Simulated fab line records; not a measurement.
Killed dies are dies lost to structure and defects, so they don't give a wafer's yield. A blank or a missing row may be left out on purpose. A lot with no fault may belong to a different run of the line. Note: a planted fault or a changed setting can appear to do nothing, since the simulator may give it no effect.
Lot-split experiment | flow berkeley_cmos170 | 23 wafers read across 5 lots, on a route 331 steps long

ABOUT THE SPLIT
At UCB170_V2_COAT_07 (resist thk 900 nm), the setting resist_thk_nm was moved away from the recipe's 900 nm on 5 of the 23 wafers read, by +1.8% to +4.0%. All remaining wafers had this setting at the recipe value.

The reading comes from the split's own step.

THE READING
KrF_of_V2_COAT_07.thk_nm (the simulator's own value, which no gauge read), in nm, at UCB170_V2_COAT_07 (resist thk 900 nm). The file gives no usual value for it. Across the 18 wafers here that went through the recipe, the average is 901.6 nm and the standard deviation 2.5 nm.

wafer  | tool, chamber at the split | resist_thk_nm as run, nm | against the recipe | KrF_of_V2_COAT_07.thk_nm, nm | against lot-mates on the recipe
L075.1 | litho_track-03, 0          | 900                      | recipe             | 901.7                        | -
L075.2 | litho_track-03, 0          | 900                      | recipe             | 903.6                        | -
L075.3 | litho_track-03, 0          | 900                      | recipe             | 903.6                        | -
L075.4 | litho_track-03, 0          | 900                      | recipe             | 902.2                        | -
L075.5 | litho_track-03, 0          | 900                      | recipe             | 907.1                        | -
L079.1 | litho_track-03, 0          | 916.6                    | +1.8%              | 920.4                        | +17.9
L079.2 | litho_track-03, 0          | 900                      | recipe             | 904.9                        | -
L079.3 | litho_track-03, 0          | 900                      | recipe             | 901.6                        | -
L079.4 | litho_track-03, 0          | 916.6                    | +1.8%              | 920.8                        | +18.3
L079.5 | litho_track-03, 0          | 900                      | recipe             | 900.9                        | -
L080.1 | litho_track-01, 0          | 900                      | recipe             | 898.8                        | -
L080.3 | litho_track-01, 0          | 936.1                    | +4.0%              | 936.3                        | +36.3
L080.4 | litho_track-01, 0          | 936.1                    | +4.0%              | 934.6                        | +34.6
L080.5 | litho_track-01, 0          | 900                      | recipe             | 901.1                        | -
L080.6 | litho_track-01, 0          | 936.1                    | +4.0%              | 937.2                        | +37.2
L081.2 | litho_track-03, 0          | 900                      | recipe             | 902                          | -
L081.4 | litho_track-03, 0          | 900                      | recipe             | 904.4                        | -
L081.5 | litho_track-03, 0          | 900                      | recipe             | 903.1                        | -
L085.1 | litho_track-01, 0          | 900                      | recipe             | 898.5                        | -
L085.2 | litho_track-01, 0          | 900                      | recipe             | 898.3                        | -
L085.3 | litho_track-01, 0          | 900                      | recipe             | 900.4                        | -
L085.4 | litho_track-01, 0          | 900                      | recipe             | 897.7                        | -
L085.5 | litho_track-01, 0          | 900                      | recipe             | 899.7                        | -

THE FIT
A straight line over all 23 wafers: KrF_of_V2_COAT_07.thk_nm changes by +8.74 nm for each +1% of resist_thk_nm; r = +0.98; the points scatter about the line by 2.5 nm.
The same after taking each lot's own level away (the mean of its wafers on the recipe; 23 wafers): +9.08 nm for each +1%; r = +0.99; scatter 1.5 nm.
According to that fit, moving resist_thk_nm by its largest amount changes the reading by 36 nm.
Measured against the standard deviation above, the lots' own levels, which go from 898.92 to 903.64 nm, span 1.9 times it.
The two slopes are in agreement: the lot-to-lot level therefore moves the slope only a little.
Check: +36.5 nm against its lot-mates is what the line predicts for one of the wafers moved furthest among these (+4.0%) when that wafer is left out of the fit. Against them it came out at +36.3 nm.

FURTHER SPLITS ON THESE WAFERS
These wafers also went through other splits before the reading. Each is held against what the fit with the lots' levels taken away leaves over:
other split on the same wafers       | wafers away from the commonest value | r with KrF_of_V2_COAT_07.thk_nm (lot level and that fit taken away)
UCB170_PSD_IMPLANT_08 energy_kev     | 8                                    | +0.00
UCB170_NSD_IMPLANT_08 energy_kev     | 9                                    | -0.04
UCB170_BACKSIDE_SOFTBAKE_02 time_s   | 8                                    | +0.17
UCB170_CONTACT_CVD_01 sih4_flow_sccm | 10                                   | +0.00
UCB170_V1_CMP_02 leave_above_ref_nm  | 9                                    | -0.19
UCB170_V1_PEB_10 peb_temp_c          | 4                                    | +0.19

THE FILE'S OWN FIT
KrF_of_V2_COAT_07.thk_nm changes by +9.14 nm for each +1% of resist_thk_nm, r = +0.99.
